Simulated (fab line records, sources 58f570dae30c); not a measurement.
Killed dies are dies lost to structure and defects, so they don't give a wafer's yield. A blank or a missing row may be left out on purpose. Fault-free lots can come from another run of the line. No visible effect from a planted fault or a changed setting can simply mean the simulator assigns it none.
What tool caused it?    flow berkeley cmos170    14 lots, 42 wafers sampled, at 7 steps of a route of 331

== WHAT THE GAUGES READ, wafer by wafer ==
UCB170_SACOX_THK_MEAS_02. Usual: SACOX_OXIDE_THK 14.3 nm, standard deviation 0.32.
lot   measured      on             SACOX_OXIDE_THK (nm)  flag
L770  day 6 12:08   film metro-01  14.0 13.7 14.1        
L769  day 6 12:09   film metro-04  14.0 14.4 14.0        
L772  day 6 21:19   film metro-01  13.8 14.0 14.1        
L771  day 6 21:19   film metro-03  14.1 13.8 14.0        
L773  day 6 21:22   film metro-04  14.3 14.3 14.2        
L774  day 7 06:04   film metro-03  14.1 14.3 14.6        
L775  day 7 17:04   film metro-01  14.7 14.3 14.2        
L776  day 7 17:05   film metro-03  14.4 14.4 14.4        
L779  day 8 17:29   film metro-03  14.8 15.0 14.8        
L780  day 8 17:32   film metro-03  14.0 14.0 14.0        
L778  day 8 17:33   film metro-04  14.4 14.2 14.5        
L785  day 10 06:31  film metro-03  14.7 14.7 14.9        
L786  day 10 06:35  film metro-03  14.5 14.5 14.6        
L788  day 10 12:41  film metro-01  14.0 14.1 14.2        

UCB170_PSD_TW_MEAS_10. Usual: PSD_TW 2305, standard deviation 13.
lot   measured      on             PSD_TW          flag
L770  day 8 08:19   film metro-02  2315 2319 2313  
L769  day 8 08:06   film metro-01  2308 2311 2323  
L772  day 9 00:50   film metro-03  2287 2292 2283  
L771  day 9 00:58   film metro-03  2276 2291 2295  
L773  day 9 01:28   film metro-03  2300 2280 2300  
L774  day 9 01:33   film metro-02  2307 2314 2326  
L775  day 9 21:30   film metro-02  2312 2321 2328  
L776  day 9 21:17   film metro-01  2300 2301 2311  
L779  day 10 17:52  film metro-03  2289 2285 2286  
L780  day 10 18:05  film metro-01  2309 2310 2321  
L778  day 10 17:23  film metro-01  2316 2305 2311  
L785  day 12 04:33  film metro-01  2211 2210 2214  OFF
L786  day 12 04:15  film metro-02  2306 2291 2302  
L788  day 12 08:43  film metro-02  2200 2198 2200  OFF

UCB170_SDANNEAL_RS_MEAS_02: a four-point-probe measurement. Usual: PSD_RS 75.5 ohm/sq, standard deviation 0.31.
lot   measured      on             PSD_RS (ohm/sq)  flag
L770  day 8 11:14   film metro-01  75.6 75.7 76.0   
L769  day 8 10:49   film metro-02  75.3 75.6 75.8   
L772  day 9 07:17   film metro-01  75.1 75.6 75.4   
L771  day 9 08:18   film metro-01  75.5 75.6 75.6   
L773  day 9 08:28   film metro-03  75.2 75.2 75.2   
L774  day 9 07:52   film metro-03  75.5 75.5 75.7   
L775  day 10 04:28  film metro-03  75.9 75.5 75.5   
L776  day 10 04:31  film metro-02  76.1 75.9 76.1   
L779  day 10 23:04  film metro-01  74.8 75.0 75.2   
L780  day 10 22:54  film metro-02  76.2 75.7 76.0   
L778  day 10 22:33  film metro-03  75.4 75.6 75.7   
L785  day 12 11:05  film metro-03  78.0 77.8 77.7   OFF
L786  day 12 10:37  film metro-03  75.4 76.0 75.7   
L788  day 12 12:23  film metro-01  77.7 77.8 77.9   OFF

UCB170_V2_BOW_MEAS_03. Usual: V2_BOW 36 um, standard deviation 7.5.
lot   measured      on             V2_BOW (um)  flag
L770  day 9 04:58   film metro-03  40 21 29     
L769  day 9 01:57   film metro-04  27 29 49     
L772  day 9 21:29   film metro-03  35 41 34     
L771  day 10 07:05  film metro-04  52 25 35     
L773  day 10 07:49  film metro-03  49 46 37     
L774  day 10 03:49  film metro-03  44 40 32     
L775  day 10 21:37  film metro-03  47 32 40     
L776  day 11 00:31  film metro-01  41 34 38     
L779  day 11 19:55  film metro-04  32 36 36     
L780  day 11 14:33  film metro-03  27 38 39     
L778  day 11 12:44  film metro-01  36 34 37     
L785  day 13 07:29  film metro-04  20 34 32     
L786  day 13 01:07  film metro-01  39 34 48     
L788  day 13 08:11  film metro-04  37 36 42     

== TOOL THAT RAN EACH LOT (tool first, then ch and the chambers of the sampled wafers, then the start) ==
lot   UCB170_PSD_IMPLANT_08            UCB170_PSD_STRIP_09                   UCB170_V2_CMP_02
L770  implanter-03 ch 0, day 8 08:04   plasma asher-01 ch 0, day 8 08:13     cmp-01 ch 0,1,2, day 9 04:40
L769  implanter-01 ch 0, day 8 07:53   plasma asher-02 ch 0,1, day 8 08:01   cmp-02 ch 0,2, day 9 01:40
L772  implanter-03 ch 0, day 9 00:35   plasma asher-01 ch 0,1, day 9 00:44   cmp-02 ch 0,2,3, day 9 21:14
L771  implanter-01 ch 0, day 9 00:44   plasma asher-02 ch 0,1, day 9 00:51   cmp-02 ch 1,2, day 10 06:46
L773  implanter-02 ch 0, day 9 01:16   plasma asher-02 ch 0,1, day 9 01:22   cmp-01 ch 1,2, day 10 07:27
L774  implanter-03 ch 0, day 9 01:18   plasma asher-04 ch 1, day 9 01:27     cmp-01 ch 0,1,2, day 10 03:37
L775  implanter-03 ch 0, day 9 21:15   plasma asher-04 ch 0,1, day 9 21:24   cmp-02 ch 0,2,3, day 10 21:19
L776  implanter-02 ch 0, day 9 21:04   plasma asher-02 ch 0,1, day 9 21:11   cmp-01 ch 1,2, day 11 00:11
L779  implanter-02 ch 0, day 10 17:39  plasma asher-04 ch 0,1, day 10 17:47  cmp-02 ch 0,1, day 11 19:34
L780  implanter-01 ch 0, day 10 17:50  plasma asher-01 ch 1, day 10 17:59    cmp-01 ch 0,2,3, day 11 14:21
L778  implanter-01 ch 0, day 10 17:10  plasma asher-04 ch 0,1, day 10 17:18  cmp-02 ch 0,3, day 11 12:26
L785  implanter-02 ch 0, day 12 04:18  plasma asher-01 ch 0,1, day 12 04:27  cmp-01 ch 0,3, day 13 07:11
L786  implanter-02 ch 0, day 12 04:00  plasma asher-01 ch 0,1, day 12 04:09  cmp-02 ch 0,1,2, day 13 00:49
L788  implanter-02 ch 0, day 12 08:28  plasma asher-01 ch 0,1, day 12 08:37  cmp-01 ch 0,3, day 13 07:56
- UCB170_PSD_IMPLANT_08
- UCB170_PSD_STRIP_09: strips in O2.
- UCB170_V2_CMP_02: polishes SiO2.

== AS READ BY THE TOOLS THEMSELVES (means over the sampled wafers that have a number; for cases with no such wafer, the mark the record gives instead) ==
UCB170_PSD_IMPLANT_08. Usual: beam energy keV at 19.999, with a standard deviation of 0.0057.
lot   tool          beam energy keV  flag
L770  implanter-03  19.998           
L769  implanter-01  19.999           
L772  implanter-03  20.007           
L771  implanter-01  19.999           
L773  implanter-02  20.002           
L774  implanter-03  19.999           
L775  implanter-03  20.005           
L776  implanter-02  19.994           
L779  implanter-02  19.997           
L780  implanter-01  19.999           
L778  implanter-01  19.996           
L785  implanter-02  16.394           OFF
L786  implanter-02  19.998           
L788  implanter-02  16.396           OFF

UCB170_PSD_STRIP_09. Usual: drypump motor current A 5.8 A, standard deviation 0.48; oes product au 0.600 a.u., standard deviation 0.0047; strip time to endpoint s 29.34 s, standard deviation 0.07.
lot   tool             drypump motor current A (A)  oes product au (a.u.)  strip time to endpoint s (s)  flag
L770  plasma asher-01  5.8                          0.603                  29.46                         
L769  plasma asher-02  5.5                          0.598                  29.37                         
L772  plasma asher-01  6.0                          0.602                  29.43                         
L771  plasma asher-02  6.0                          0.602                  29.37                         
L773  plasma asher-02  5.5                          0.599                  29.42                         
L774  plasma asher-04  5.4                          0.602                  29.32                         
L775  plasma asher-04  5.6                          0.604                  29.33                         
L776  plasma asher-02  6.0                          0.600                  29.27                         
L779  plasma asher-04  5.6                          0.596                  29.35                         
L780  plasma asher-01  6.2                          0.600                  29.31                         
L778  plasma asher-04  5.6                          0.602                  29.31                         
L785  plasma asher-01  6.0                          0.617                  27.78                         OFF
L786  plasma asher-01  5.9                          0.602                  29.34                         
L788  plasma asher-01  5.9                          0.625                  27.77                         OFF

UCB170_V2_CMP_02. Usual: motor current A 16.1 A, standard deviation 1.8; slurry filter dp kPa 13.51 kPa, standard deviation 0.15.
lot   tool    motor current A (A)  slurry filter dp kPa (kPa)  flag
L770  cmp-01  16.5                 13.58                       
L769  cmp-02  13.0                 13.33                       
L772  cmp-02  14.9                 13.54                       
L771  cmp-02  17.4                 13.41                       
L773  cmp-01  17.1                 13.46                       
L774  cmp-01  17.1                 13.45                       
L775  cmp-02  14.5                 13.70                       
L776  cmp-01  17.0                 13.39                       
L779  cmp-02  16.1                 13.54                       
L780  cmp-01  17.1                 13.67                       
L778  cmp-02  15.2                 13.42                       
L785  cmp-01  16.4                 13.41                       
L786  cmp-02  15.1                 13.51                       
L788  cmp-01  16.2                 13.62                       

== THE ANSWER, worked out from the rows above alone ==
Rule: take the mean of a lot's wafers that have a number; if it is more than 3 standard deviations from the usual mean, the lot is off. A lot without any number at a reading at which 4 lots or more have one is off too. The other lots that the step has rows for count as sound. After the gauges, taken in route order, come the tools' own readings; for these a lot's mean is taken, as printed above. At the first step where some lot is off, the reading lying furthest off is the one used; lots without a number count as furthest.
Off: L785, L788, at UCB170_PSD_TW_MEAS_10 (PSD_TW).
If a tool, at a process step before that reading, ran all the lots that are off and no sound lot after the first of them, it fits. The gauges at UCB170_PSD_TW_MEAS_10 aren't tried: what is off there is off at UCB170_PSD_IMPLANT_08 too, on other tools, and a gauge's error can't cause that. Can't be told from this: 2 tools fit, implanter-02 at UCB170_PSD_IMPLANT_08, plasma asher-01 at UCB170_PSD_STRIP_09.

== WHAT THE SIMULATOR HAD INSERTED ==
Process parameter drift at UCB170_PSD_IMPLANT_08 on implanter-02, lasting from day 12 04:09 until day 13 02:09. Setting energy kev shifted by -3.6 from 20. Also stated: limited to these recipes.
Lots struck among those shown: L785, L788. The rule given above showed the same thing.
